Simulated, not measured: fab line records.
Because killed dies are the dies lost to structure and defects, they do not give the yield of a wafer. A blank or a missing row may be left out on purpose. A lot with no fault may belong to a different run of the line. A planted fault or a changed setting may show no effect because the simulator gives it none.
A struck lot beside a sound one ; flow berkeley-cmos170 ; 13 steps out of a route of 331
Sound: these wafers, L465.1, L465.3, L465.5. Struck: wafers L454.2, L454.3, L454.5. The cause comes at the end.
For every step that has rows: the tool of each side, followed by ch and its chambers, followed by its first start. Under that, the readings that differ: sound wafers ; struck wafers ; difference of the means ; sigmas: that difference in standard deviations of wafers without a fault.
alike: words and numbers the same on both sides, and readings whose means are apart by under 2 such deviations; not compared: readings that were withheld, readings missing a value for some wafer, numbers with overlapping values and no deviation given by the record, and bounds like >300 which may hide the same value.
A row with sigmas, a row that says differs or no value, or rows on one side alone: a step with any of these is where the two part. Non-overlapping numbers with no deviation appear without sigmas and do not part them. Lack of a reading on every wafer of one side parts them only where that side has two or more wafers.

UCB170_START_BOW_MEAS_00:
  sound: film-metro-04 at day 4 18:00; struck: film-metro-04 at day 2 11:01
  alike: INCOMING_BOW
then, 2 steps without rows for these wafers: UCB170_START_CLEAN_01 (cleans in dHF, time 60 s); UCB170_START_OXIDATION_02 (target thk 20 nm, ox time 1800 s).
UCB170_START_THK_MEAS_03:
  sound: film-metro-03 at day 4 21:16; struck: film-metro-04 at day 2 17:52
  alike: START_OXIDE_THK
then, 6 steps without rows for these wafers: UCB170_START_ANNEAL_04 (time 1200 s); UCB170_ZERO_HMDS_00 (prime time 60 s); UCB170_ZERO_COAT_01 (resist thk 900 nm); UCB170_ZERO_SOFTBAKE_02 (time 60 s); UCB170_ZERO_EXPOSE_03 (exposes mask PM MARKS, target cd 4000 nm); UCB170_ZERO_PEB_04.
UCB170_ZERO_DEVELOP_05: develop time 45 s.
  struck on litho-track-01, day 2 22:00; sound on litho-track-01 ch 0, day 5 01:00
  no value came back on the struck wafers for chill-plate-temp-C (C), develop-time-s (s); on the sound wafers chill-plate-temp-C (C) reads 23.10 23.13 22.97
reading;sound;struck;difference;sigmas
model.KrF_of_ZERO_COAT_01.thk-nm (nm);882.6 884.8 884.6;895.8 898.1 899;+13.6;
UCB170_ZERO_ETCH_06: etches SiO2 in CHF3/CF4/Ar, time 12 s.
  sound on rie-diel-03 ch 0,1, day 5 01:11; struck on rie-diel-03 ch 0,1,2, day 2 22:12
reading;sound;struck;difference;sigmas
oes-product-au (a.u.);0.608 0.602 0.604;0.368 0.366 0.376;-0.235;-21
  alike: drypump-motor-current-A, throttle-valve-pct
  not compared: rf-hours-counter-h
UCB170_ZERO_STRIP_07: strips in O2.
  sound on plasma-asher-03 ch 0,1, day 5 01:12; struck on plasma-asher-01 ch 0, day 2 22:13
reading;sound;struck;difference;sigmas
strip-time-to-endpoint-s (s);21.40 21.46 21.45;21.70 21.77 21.79;+0.32;+5
  alike: drypump-motor-current-A, oes-product-au
  not compared: rf-hours-counter-h

WHERE THEY PART
At UCB170_ZERO_DEVELOP_05 first; at UCB170_ZERO_STRIP_07 last (within this record only).

WHY: the cause the simulator had injected
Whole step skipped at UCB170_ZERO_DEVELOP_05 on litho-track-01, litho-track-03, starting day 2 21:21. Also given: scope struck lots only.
